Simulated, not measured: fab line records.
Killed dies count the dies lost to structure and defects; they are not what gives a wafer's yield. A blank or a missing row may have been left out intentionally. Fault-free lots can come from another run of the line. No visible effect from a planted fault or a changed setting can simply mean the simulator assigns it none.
Comparing a struck lot with a sound one -- flow berkeley_cmos170 -- 17 steps out of a route of 331
Sound: wafers L379.1, L379.2, L379.3. The struck wafers were L387.2, L387.4, L387.5. The cause comes at the end.
Each step with rows lists, per side, the tool, then ch with its chambers, then its first start. Under that, the readings that differ: sound wafers -- struck wafers -- difference of the means -- sigmas: that difference in standard deviations of wafers without a fault.
alike: words and numbers the same on both sides, and readings whose means are apart by under 2 such deviations; not compared: readings that were withheld, readings missing a value for some wafer, numbers with overlapping values and no deviation given by the record, and bounds like >300 which may hide the same value.
A row with sigmas, a row that says differs or no value, or rows on one side alone: a step with any of these is where the two part. Numbers that don't overlap but have no deviation are shown without sigmas and don't part them. A reading missing from all wafers of one side parts the sides only when that side holds two or more wafers.

UCB170_NVT_OVL_MEAS_06:
  sound on overlay-02 at day 6 20:58; struck on overlay-02 at day 8 02:58
  alike: NVT_OVL
after that, 1 step had no rows for these wafers: UCB170_NVT_IMPLANT_07.
UCB170_NVT_STRIP_08: strips in O2.
  sound on plasma_asher-01 ch 0,1, day 6 21:08; struck on plasma_asher-01 ch 0,1, day 8 03:09
reading,sound,struck,difference,sigmas
strip_time_to_endpoint_s (s),21.70 21.71 21.77,21.56 21.53 21.58,-0.17,-3
  alike: drypump_motor_current_A, oes_product_au
  not compared: rf_hours_counter_h
UCB170_NVT_TW_MEAS_09:
  sound on film_metro-03 at day 6 21:14; struck on film_metro-02 at day 8 03:16
  alike: NVT_TW
then, 7 steps without rows for these wafers: UCB170_NVT_CLEAN_10 (cleans in SPM, time 600 s); UCB170_PVT_HMDS_00 (prime time 60 s); UCB170_PVT_COAT_01 (resist thk 900 nm); UCB170_PVT_SOFTBAKE_02 (time 60 s); UCB170_PVT_EXPOSE_03 (exposes mask NWELL, target cd 3000 nm); UCB170_PVT_PEB_04; UCB170_PVT_DEVELOP_05 (develop time 45 s).
UCB170_PVT_OVL_MEAS_06:
  sound on overlay-02 at day 6 22:33; struck on overlay-02 at day 8 05:28
reading,sound,struck,difference,sigmas
PVT_OVL (nm),10 13 10,0 -6 -4,-14,-3
UCB170_PVT_IMPLANT_07:
  sound on implanter-01 ch 0, day 6 22:35; struck on implanter-03 ch 0, day 8 05:31
reading,sound,struck,difference,sigmas
implant_ion_amu,31 31 31,75 75 75,+44,
model.implant.rp_nm (nm),37.58 37.58 37.58,21.25 21.25 21.25,-16.33,
model.implant.drp_nm (nm),16.56 16.56 16.56,9.611 9.611 9.611,-6.949,
  alike: dose_ions_cm2, tilt_deg
UCB170_PVT_STRIP_08: strips in O2.
  sound on plasma_asher-04 ch 0,1, day 6 22:44; struck on plasma_asher-04 ch 0,1, day 8 05:39
reading,sound,struck,difference,sigmas
strip_time_to_endpoint_s (s),21.77 21.71 21.78,21.56 21.58 21.56,-0.19,-3
  alike: drypump_motor_current_A, oes_product_au
  not compared: rf_hours_counter_h
UCB170_PVT_TW_MEAS_09:
  sound on film_metro-02 at day 6 22:50; struck on film_metro-02 at day 8 05:46
reading,sound,struck,difference,sigmas
PVT_TW,508.6 506.8 508.2,668.0 667.2 670.0,+160.5,+67
then, 2 steps without rows for these wafers: UCB170_GATE_WET_ETCH_00 (etches SiO2 in dHF, time 200 s); UCB170_M3_PROBE_99.

## WHERE THEY PART
Earliest at UCB170_NVT_STRIP_08; latest, in this record, at UCB170_PVT_TW_MEAS_09.

WHY: the cause the simulator had injected
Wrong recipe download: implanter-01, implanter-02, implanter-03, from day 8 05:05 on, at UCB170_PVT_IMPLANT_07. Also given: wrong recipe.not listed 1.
